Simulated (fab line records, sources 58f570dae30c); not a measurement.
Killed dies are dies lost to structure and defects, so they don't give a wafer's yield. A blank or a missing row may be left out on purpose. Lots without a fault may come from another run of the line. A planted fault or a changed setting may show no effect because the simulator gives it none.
Which tool did it? | flow berkeley_cmos170 | 14 lots, 42 wafers sampled, at 4 steps of a route of 331

WHAT THE GAUGES READ, wafer by wafer
The record holds no reading of a measuring or inspecting step that can be judged against a usual standard deviation.

WHICH TOOL RAN EACH LOT (tool, then ch and the chambers of the sampled wafers, then the start)
lot  | UCB170_NWELL_ETCH_13              | UCB170_ACTIVE_ETCH_15             | UCB170_NVT_PEB_04                 | UCB170_SPACER_ETCHBACK_03
L203 | rie_diel-03 ch 2,3, day 3 06:08   | rie_diel-04 ch 0,1,2, day 5 15:38 | litho_track-04 ch 0, day 7 10:47  | rie_diel-02 ch 0,2,3, day 8 11:53
L204 | rie_diel-02 ch 0,3, day 3 13:06   | rie_diel-02 ch 0,1, day 5 22:37   | litho_track-04 ch 0, day 7 11:19  | rie_diel-02 ch 0,3, day 8 11:57
L205 | rie_diel-03 ch 0,2,3, day 3 19:22 | rie_diel-03 ch 2,3, day 5 22:54   | litho_track-01 ch 0, day 7 11:03  | rie_diel-03 ch 0,2, day 8 11:53
L207 | rie_diel-03 ch 0,3, day 4 05:21   | rie_diel-03 ch 0,3, day 6 19:33   | litho_track-04 ch 0, day 8 04:22  | rie_diel-02 ch 1,3, day 9 04:50
L206 | rie_diel-01 ch 1,2,3, day 4 05:28 | rie_diel-02 ch 0,1,2, day 6 19:16 | litho_track-03 ch 0, day 8 04:38  | rie_diel-03 ch 0,3, day 9 04:50
L208 | rie_diel-01 ch 1,2,3, day 4 14:02 | rie_diel-04 ch 1,3, day 6 19:52   | litho_track-03 ch 0, day 8 03:55  | rie_diel-01 ch 1,2,3, day 9 04:50
L209 | rie_diel-01 ch 0,1, day 5 00:31   | rie_diel-02 ch 2,3, day 7 14:46   | litho_track-04 ch 0, day 8 23:55  | rie_diel-02 ch 1,2,3, day 10 01:34
L211 | rie_diel-02 ch 1,3, day 5 00:46   | rie_diel-04 ch 1,2,3, day 7 14:29 | litho_track-03, day 9 00:13       | rie_diel-01 ch 2,3, day 10 01:32
L212 | rie_diel-03 ch 1,2,3, day 5 00:53 | rie_diel-02 ch 0,1,3, day 7 15:29 | litho_track-03, day 8 23:58       | rie_diel-01 ch 1,2, day 10 01:37
L210 | rie_diel-01 ch 2,3, day 5 01:10   | rie_diel-03 ch 0,2, day 7 15:08   | litho_track-04 ch 0, day 9 00:35  | rie_diel-03 ch 1,2,3, day 10 01:32
L215 | rie_diel-03 ch 0,1, day 6 00:22   | rie_diel-04 ch 1,2,3, day 8 08:08 | litho_track-01 ch 0, day 9 15:13  | rie_diel-02 ch 1,2,3, day 10 17:35
L220 | rie_diel-01 ch 1,2,3, day 6 16:42 | rie_diel-02 ch 0,3, day 9 00:01   | litho_track-03 ch 0, day 10 08:37 | rie_diel-02 ch 0,2,3, day 11 07:43
L221 | rie_diel-02 ch 0,1, day 6 23:23   | rie_diel-03 ch 1,2, day 9 04:16   | litho_track-04 ch 0, day 10 18:30 | rie_diel-01 ch 0,1, day 11 22:04
L222 | rie_diel-03 ch 2,3, day 7 13:38   | rie_diel-03 ch 0,2,3, day 9 12:40 | litho_track-01 ch 0, day 10 22:26 | rie_diel-02 ch 0,3, day 11 22:04
- UCB170_NWELL_ETCH_13: etches Si3N4 in CH3F/Ar/O2, stops on SiO2, target depth 246.4 nm, time 154 s.
- UCB170_ACTIVE_ETCH_15: etches Si3N4 in CH3F/Ar/O2, stops on SiO2, target depth 242 nm, time 151 s.
- UCB170_NVT_PEB_04
- UCB170_SPACER_ETCHBACK_03: etches SiO2 in CHF3/CF4/Ar, stops on Si, target depth 376 nm, time 100 s.

WHAT THE TOOLS THEMSELVES READ (means of the sampled wafers that have a number; where no wafer has one, the mark that the record gives instead)
UCB170_NWELL_ETCH_13.
lot  | tool        | drypump_motor_current_A (A) | oes_product_au (a.u.) | rf_fwd_power_W (W) | throttle_valve_pct (%)
L203 | rie_diel-03 | 5.3                         | 0.948                 | 448.2              | 8.27
L204 | rie_diel-02 | 5.4                         | 0.922                 | 449.6              | 8.10
L205 | rie_diel-03 | 5.5                         | 0.955                 | 448.4              | 8.18
L207 | rie_diel-03 | 6.0                         | 0.966                 | 448.2              | 8.17
L206 | rie_diel-01 | 5.5                         | 0.942                 | 447.8              | 8.11
L208 | rie_diel-01 | 5.4                         | 0.943                 | 448.0              | 8.10
L209 | rie_diel-01 | 5.5                         | 0.945                 | 447.8              | 8.07
L211 | rie_diel-02 | 6.0                         | 0.954                 | 449.0              | 8.06
L212 | rie_diel-03 | 5.6                         | 0.954                 | 448.2              | 8.25
L210 | rie_diel-01 | 5.5                         | 0.941                 | 446.4              | 8.23
L215 | rie_diel-03 | 5.7                         | 0.925                 | 447.7              | 8.16
L220 | rie_diel-01 | 5.4                         | 0.938                 | 446.8              | 8.10
L221 | rie_diel-02 | 5.7                         | 0.941                 | 450.1              | 8.05
L222 | rie_diel-03 | 5.3                         | 0.948                 | 446.9              | 8.28

UCB170_ACTIVE_ETCH_15.
lot  | tool        | drypump_motor_current_A (A) | oes_product_au (a.u.) | rf_fwd_power_W (W) | throttle_valve_pct (%)
L203 | rie_diel-04 | 5.6                         | 0.941                 | 448.9              | 8.03
L204 | rie_diel-02 | 5.4                         | 0.939                 | 449.2              | 8.07
L205 | rie_diel-03 | 5.8                         | 0.946                 | 447.8              | 8.26
L207 | rie_diel-03 | 6.0                         | 0.958                 | 447.1              | 8.17
L206 | rie_diel-02 | 5.6                         | 0.944                 | 447.5              | 8.02
L208 | rie_diel-04 | 5.9                         | 0.939                 | 448.5              | 8.10
L209 | rie_diel-02 | 5.9                         | 0.924                 | 449.4              | 8.02
L211 | rie_diel-04 | 5.7                         | 0.941                 | 449.4              | 8.09
L212 | rie_diel-02 | 5.7                         | 0.949                 | 447.9              | 8.08
L210 | rie_diel-03 | 5.1                         | 0.929                 | 448.1              | 8.18
L215 | rie_diel-04 | 5.7                         | 0.956                 | 448.4              | 8.09
L220 | rie_diel-02 | 5.4                         | 0.947                 | 448.0              | 8.09
L221 | rie_diel-03 | 5.4                         | 0.938                 | 447.6              | 8.24
L222 | rie_diel-03 | 5.5                         | 0.944                 | 449.1              | 8.18

UCB170_NVT_PEB_04.
lot  | tool           | chill_plate_temp_C (C) | exhaust_pa (Pa)
L203 | litho_track-04 | 23.11                  | 44.5
L204 | litho_track-04 | 23.06                  | 44.6
L205 | litho_track-01 | 23.00                  | 44.9
L207 | litho_track-04 | 23.08                  | 45.3
L206 | litho_track-03 | 22.88                  | 45.8
L208 | litho_track-03 | 23.12                  | 43.9
L209 | litho_track-04 | 22.88                  | 44.4
L211 | litho_track-03 | -                      | -
L212 | litho_track-03 | -                      | -
L210 | litho_track-04 | 23.01                  | 45.2
L215 | litho_track-01 | 22.91                  | 45.7
L220 | litho_track-03 | 23.04                  | 45.4
L221 | litho_track-04 | 22.87                  | 45.8
L222 | litho_track-01 | 23.01                  | 45.5

UCB170_SPACER_ETCHBACK_03.
lot  | tool        | drypump_motor_current_A (A) | oes_product_au (a.u.) | rf_fwd_power_W (W) | throttle_valve_pct (%)
L203 | rie_diel-02 | 5.7                         | 0.886                 | 498.0              | 6.48
L204 | rie_diel-02 | 5.4                         | 0.890                 | 497.3              | 6.50
L205 | rie_diel-03 | 5.3                         | 0.909                 | 496.1              | 6.51
L207 | rie_diel-02 | 6.1                         | 0.912                 | 498.3              | 6.51
L206 | rie_diel-03 | 5.8                         | 0.904                 | 497.6              | 6.49
L208 | rie_diel-01 | 5.4                         | 0.908                 | 496.3              | 6.51
L209 | rie_diel-02 | 6.0                         | 0.883                 | 498.1              | 6.46
L211 | rie_diel-01 | 5.5                         | 0.902                 | 496.8              | 6.64
L212 | rie_diel-01 | 5.4                         | 0.888                 | 496.8              | 6.40
L210 | rie_diel-03 | 5.6                         | 0.908                 | 497.6              | 6.64
L215 | rie_diel-02 | 5.9                         | 0.906                 | 496.9              | 6.46
L220 | rie_diel-02 | 5.7                         | 0.897                 | 496.9              | 6.49
L221 | rie_diel-01 | 5.6                         | 0.921                 | 496.8              | 6.60
L222 | rie_diel-02 | 5.8                         | 0.897                 | 496.6              | 6.52

THE ANSWER, worked out from the rows above alone
Rule: what is usual is taken from the lots themselves. Put in order of their means at a reading, lots are off if they are a third of the lots or fewer, leave a main group of 4 or more, and stand apart from it by a gap of 3 or more times the standard deviation of the main group's means; of several such gaps the widest counts. A main group whose means are all the same, to the digits that the tables above print for the reading, isn't used. A lot without any number at a reading at which 4 lots or more have one is off too. The other lots that the step has rows for count as sound. The gauges are gone through in route order, then the tools' own readings, and for those a lot's mean is taken as printed above. The first step at which some lot is off is used, and at that step the reading that is off furthest; a lot without a number counts as furthest.
Off: L211, L212, at UCB170_NVT_PEB_04 (chill_plate_temp_C). Without a number there: L211, L212. The main group: mean 23.00 C, standard deviation 0.088.
A tool fits if, at that step or a process step before it, it ran every lot that is off, and no sound lot after the first of them. None of those tried fits.

WHAT THE SIMULATOR HAD PUT IN
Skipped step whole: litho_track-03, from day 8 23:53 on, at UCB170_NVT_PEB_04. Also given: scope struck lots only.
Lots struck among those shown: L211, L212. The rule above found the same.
